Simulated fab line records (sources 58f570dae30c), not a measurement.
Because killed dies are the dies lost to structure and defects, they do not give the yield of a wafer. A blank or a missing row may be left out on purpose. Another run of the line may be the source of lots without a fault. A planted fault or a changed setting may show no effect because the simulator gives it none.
Matching of chambers | flow berkeley_cmos170 | UCB170_V1_CMP_02 on cmp-02 has 4 sister chambers
The step polishes SiO2. 4 wafers are shown with their chamber, then 7 later ones without.

== WAFERS, EACH WITH ITS CHAMBER ==
wafer  | chamber | motor_current_A (A)
L783.1 | 1       | 15.4
L784.3 | 2       | 16.6
L786.1 | 3       | 17.0
L786.2 | 0       | 15.4

== WAFERS WITH NO CHAMBER GIVEN ==
wafer  | motor_current_A (A)
L786.3 | 16.0
L788.1 | 16.6
L788.2 | 16.0
L788.5 | 16.8
L791.3 | 16.7
L791.4 | 15.8
L791.6 | 17.6

== THE CHAMBER EACH PASSED THROUGH ==
wafer  | from the rows above               | in truth
L786.3 | can't be placed: 0 or 1 or 2 or 3 | 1
L788.1 | can't be placed: 2 or 3           | 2
L788.2 | can't be placed: 0 or 1 or 2 or 3 | 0
L788.5 | can't be placed: 2 or 3           | 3
L791.3 | can't be placed: 2 or 3           | 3
L791.4 | can't be placed: 0 or 1 or 2 or 3 | 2
L791.6 | can't be placed: 3 or 2           | 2
Placed correctly: 0 of 7. Can't be placed from these rows: 7 (the true chamber is among the candidates in 7). Wrongly placed: 0.
How it was worked out, from the rows above alone: a wafer's distance from a chamber is the root of the sum, over the readings, of the square of ((its reading less the chamber's mean) divided by the reading's scatter). If the next closest chamber is less than 2 further off than the closest, the wafer can't be placed; otherwise it belongs to the closest. Each chamber's mean is taken over the wafers shown for it. The scatter (one wafer shown for each chamber): square how far every hidden wafer sits from the nearest shown wafer, average those squares and take the square root.
